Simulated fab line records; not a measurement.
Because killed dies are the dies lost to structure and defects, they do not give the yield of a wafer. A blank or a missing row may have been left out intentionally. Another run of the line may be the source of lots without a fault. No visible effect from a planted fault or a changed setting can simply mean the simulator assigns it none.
Comparing a struck lot with a sound one -- flow berkeleyCmos170 -- 14 out of 331 route steps
Sound: these wafers, L377.1, L377.3, L377.5. Wafers struck: L373.1, L373.2, L373.5. At the end, the cause is stated.
For every step that has rows: the tool of each side, followed by ch and its chambers, followed by its first start. Under that, the readings that differ: sound wafers -- struck wafers -- difference of the means -- sigmas: that difference in standard deviations of wafers without a fault.
alike: same words and numbers on both sides, and readings whose means sit less than 2 such deviations apart. not compared: any withheld reading, any reading some wafer has no value for, any bound like >300 that may hide the same value, and any number with overlapping values for which the record gives no deviation.
The two part at a step that has a row with sigmas, a row that says differs or no value, or rows on one side only. Non-overlapping numbers with no deviation appear without sigmas and do not part them. A reading that every wafer of one side lacks parts them only if that side has two wafers or more.

first, 1 step without rows for these wafers: UCB170_PWELL_OXIDATION_02 (target thk 26.4 nm, ox time 1260 s).
UCB170_PWELL_THK_MEAS_03:
  sound on filmMetro-04 at day 5 10:23; struck on filmMetro-02 at day 4 15:19
  alike: PWELL_OXIDE_THK
then, 2 steps without rows for these wafers: UCB170_PWELL_ANNEAL_04 (time 900 s); UCB170_PWELL_CVD_05 (deposits Si3N4 from SiH2Cl2/NH3, target thk 220 nm, time 3300 s).
UCB170_PWELL_THK_MEAS_06:
  sound on filmMetro-04 at day 5 17:59; struck on filmMetro-02 at day 4 20:11
  alike: PWELL_NITRIDE_THK
then, 6 steps without rows for these wafers: UCB170_PWELL_HMDS_07 (prime time 60 s); UCB170_PWELL_COAT_08 (resist thk 900 nm); UCB170_PWELL_SOFTBAKE_09 (time 60 s); UCB170_PWELL_EXPOSE_10 (exposes mask PWELL, target cd 3000 nm); UCB170_PWELL_PEB_11; UCB170_PWELL_DEVELOP_12 (develop time 45 s).
UCB170_PWELL_OVL_MEAS_13:
  sound on overlay-02 at day 5 19:44; struck on overlay-01 at day 4 21:11
  alike: PWELL_OVL
UCB170_PWELL_ETCH_14: etches Si3N4 in CH3F/Ar/O2, stops on SiO2, target depth 242 nm, time 151 s.
  sound on rieDiel-01 ch 0,3, day 5 19:46; struck on rieDiel-04 ch 0,1, day 4 21:13
reading,sound,struck,difference,sigmas
overEtchFrac,0.1 0.1 0.1,0.051244 0.051244 0.051244,-0.048756,
model.KrF_of_PWELL_COAT_08.thkNm (nm),717.2 720.6 724.6,729.6 728.7 730.7,+8.9,
  alike: drypumpMotorCurrentA, mfcArSccm, oesProductAu, throttleValvePct
  not compared: rfHoursCounterH
then, 1 step without rows for these wafers: UCB170_PWELL_IMPLANT_15.

## WHERE THEY PART
Nowhere in this record.

WHY: whatever the simulator had introduced
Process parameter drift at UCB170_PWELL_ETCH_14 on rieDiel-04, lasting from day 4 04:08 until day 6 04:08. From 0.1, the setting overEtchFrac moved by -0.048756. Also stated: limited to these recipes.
